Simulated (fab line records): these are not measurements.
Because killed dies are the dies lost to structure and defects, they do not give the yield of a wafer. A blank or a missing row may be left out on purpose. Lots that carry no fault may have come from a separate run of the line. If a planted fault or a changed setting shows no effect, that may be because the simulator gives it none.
Which tool did it?    flow berkeleyCmos170    12 lots with 36 wafers sampled at 6 steps, on a route of 331 steps

## WHAT THE GAUGES SHOWED, per wafer
UCB170_SCREENOX_THK_MEAS_02.
lot   measured      on            SCREENOX_OXIDE_THK (nm)
L610  day 6 14:09   filmMetro-02  14.41 14.45 14.65
L617  day 7 18:48   filmMetro-03  14.25 14.57 14.43
L621  day 8 06:19   filmMetro-03  14.77 14.73 14.66
L625  day 8 20:59   filmMetro-02  14.65 14.61 14.83
L624  day 8 20:59   filmMetro-01  14.33 14.41 14.43
L629  day 10 15:19  filmMetro-01  14.36 14.38 14.33
L628  day 10 15:20  filmMetro-02  14.87 14.47 14.71
L630  day 10 15:22  filmMetro-03  14.33 14.56 14.07
L627  day 10 15:23  filmMetro-01  14.27 14.18 14.42
L631  day 11 01:34  filmMetro-03  14.76 14.58 14.56
L632  day 11 07:14  filmMetro-02  14.26 14.34 14.43
L633  day 11 07:15  filmMetro-03  14.66 14.53 14.41

UCB170_FIELD_THK_MEAS_91.
lot   measured      on            FIELD_OXIDE_LEFT_2_THK (nm)
L610  day 6 22:46   filmMetro-02  346 351 346
L617  day 8 06:35   filmMetro-02  353 346 336
L621  day 8 15:17   filmMetro-03  353 356 362
L625  day 9 04:44   filmMetro-03  356 353 347
L624  day 9 05:05   filmMetro-03  355 357 358
L629  day 11 02:34  filmMetro-02  341 342 340
L628  day 11 03:26  filmMetro-03  350 369 359
L630  day 11 03:07  filmMetro-04  367 353 363
L627  day 11 03:40  filmMetro-04  351 357 358
L631  day 11 10:23  filmMetro-03  344 344 350
L632  day 11 18:35  filmMetro-02  373 370 352
L633  day 11 18:19  filmMetro-02  362 362 355

UCB170_GATE_OVL_MEAS_13.
lot   measured      on          GATE_OVL (nm)
L610  day 7 09:56   overlay-01  -4 7 -4
L617  day 8 21:55   overlay-02  1 0 2
L621  day 9 03:43   overlay-01  -4 3 4
L625  day 10 03:22  overlay-02  -1 5 -6
L624  day 10 03:30  overlay-02  10 -2 6
L629  day 11 21:29  overlay-02  -4 2 4
L628  day 11 21:17  overlay-01  -4 -4 -8
L630  day 11 21:02  overlay-02  -4 -10 -1
L627  day 11 21:38  overlay-01  3 5 6
L631  day 12 08:56  overlay-02  -10 2 -13
L632  day 12 20:14  overlay-02  -10 -6 -1
L633  day 12 19:58  overlay-02  9 6 7

UCB170_PLDD_TW_MEAS_11.
lot   measured      on            PLDD_TW
L610  day 7 12:07   filmMetro-01  1003 1003 1002
L617  day 9 00:47   filmMetro-02  1120 1124 1129 1128 1133 1124
L621  day 9 06:01   filmMetro-03  1154 1147 1148 1149 1156 1151
L625  day 10 09:02  filmMetro-01  1002 1002 1006
L624  day 10 09:17  filmMetro-02  999 1001 1000
L629  day 11 23:24  filmMetro-03  1014 1018 1017
L628  day 11 23:16  filmMetro-02  999 994 997
L630  day 11 22:58  filmMetro-03  1019 1018 1015
L627  day 11 23:40  filmMetro-02  994 1002 998
L631  day 12 10:59  filmMetro-02  994 989 988
L632  day 12 22:17  filmMetro-02  995 990 995
L633  day 12 21:53  filmMetro-01  1003 1007 1003

UCB170_SDANNEAL_RS_MEAS_04: measures by four-point-probe.
lot   measured      on            PLDD_RS (ohm/sq)
L610  day 8 01:00   filmMetro-03  1033 1034 1033
L617  day 9 20:52   filmMetro-01  764 764 764 763 766 763
L621  day 9 21:07   filmMetro-03  764 764 764 763 763 763
L625  day 10 23:05  filmMetro-02  1032 1030 1030
L624  day 11 00:04  filmMetro-01  1026 1030 1030
L629  day 12 21:23  filmMetro-01  1034 1034 1032
L628  day 12 21:14  filmMetro-03  1027 1028 1028
L630  day 12 21:08  filmMetro-02  1031 1031 1032
L627  day 12 21:41  filmMetro-02  1029 1031 1031
L631  day 13 02:32  filmMetro-01  1028 1026 1026
L632  day 13 14:23  filmMetro-01  1028 1030 1027
L633  day 13 14:10  filmMetro-03  1033 1033 1030

## EACH LOT AND THE TOOL THAT RAN IT (in order: tool; ch and the chambers of the sampled wafers; start)
lot   UCB170_PLDD_IMPLANT_08
L610  implanter-02 ch 0, day 7 11:43
L617  implanter-02 ch 0, day 9 00:23
L621  implanter-02 ch 0, day 9 05:37
L625  implanter-03 ch 0, day 10 08:38
L624  implanter-01 ch 0, day 10 08:53
L629  implanter-03 ch 0, day 11 23:00
L628  implanter-02 ch 0, day 11 22:53
L630  implanter-01 ch 0, day 11 22:35
L627  implanter-01 ch 0, day 11 23:17
L631  implanter-02 ch 0, day 12 10:36
L632  implanter-03 ch 0, day 12 21:53
L633  implanter-02 ch 0, day 12 21:30
- UCB170_PLDD_IMPLANT_08

## AS READ BY THE TOOLS THEMSELVES (means over the sampled wafers that have a number; for cases with no such wafer, the mark the record gives instead)
UCB170_PLDD_IMPLANT_08.
lot   tool          beamOnS (s)  doseIonsCm2  faradayCurrentUA  tiltDeg (degrees)
L610  implanter-02  9.93         4.993e+13    160               7.009
L617  implanter-02  16.17        9.770e+13    192               6.980
L621  implanter-02  15.77        9.765e+13    197               7.012
L625  implanter-03  10.18        5.001e+13    156               6.991
L624  implanter-01  9.91         5.002e+13    160               7.005
L629  implanter-03  9.92         4.994e+13    160               6.975
L628  implanter-02  9.89         5.010e+13    160               7.001
L630  implanter-01  10.05        5.002e+13    158               6.981
L627  implanter-01  9.68         4.987e+13    164               6.998
L631  implanter-02  10.02        5.003e+13    159               6.989
L632  implanter-03  10.11        5.001e+13    157               6.990
L633  implanter-02  10.02        5.000e+13    159               6.983

## THE ANSWER, worked out from the rows above alone
Rule: the usual values come from the lots themselves. The widest of any qualifying gaps counts: lots, ordered by their means at a reading, are off when they make up no more than a third of the lots, leave a main group of 4 or more, and stand apart from it by 3 or more times the standard deviation of that group's means. A main group whose means are all the same, to the digits that the tables above print for the reading, isn't used. A lot without any number at a reading at which 4 lots or more have one is off too. All remaining lots with rows at the step are treated as sound. The gauges are gone through in route order, then the tools' own readings, and for those a lot's mean is taken as printed above. At the first step where some lot is off, the reading lying furthest off is the one used; lots without a number count as furthest.
Off: at UCB170_PLDD_TW_MEAS_11 (PLDD_TW), L617, L621. The main group: mean 1002, standard deviation 8.4.
A tool fits if, at a process step before that reading, it ran every lot that is off, and no sound lot after the first of them. The gauges at UCB170_PLDD_TW_MEAS_11 aren't tried: what is off there is off at UCB170_PLDD_IMPLANT_08 too, on other tools, and a gauge's error can't cause that. Not one of the candidates tried fits.

## WHAT THE SIMULATOR HAD INSERTED
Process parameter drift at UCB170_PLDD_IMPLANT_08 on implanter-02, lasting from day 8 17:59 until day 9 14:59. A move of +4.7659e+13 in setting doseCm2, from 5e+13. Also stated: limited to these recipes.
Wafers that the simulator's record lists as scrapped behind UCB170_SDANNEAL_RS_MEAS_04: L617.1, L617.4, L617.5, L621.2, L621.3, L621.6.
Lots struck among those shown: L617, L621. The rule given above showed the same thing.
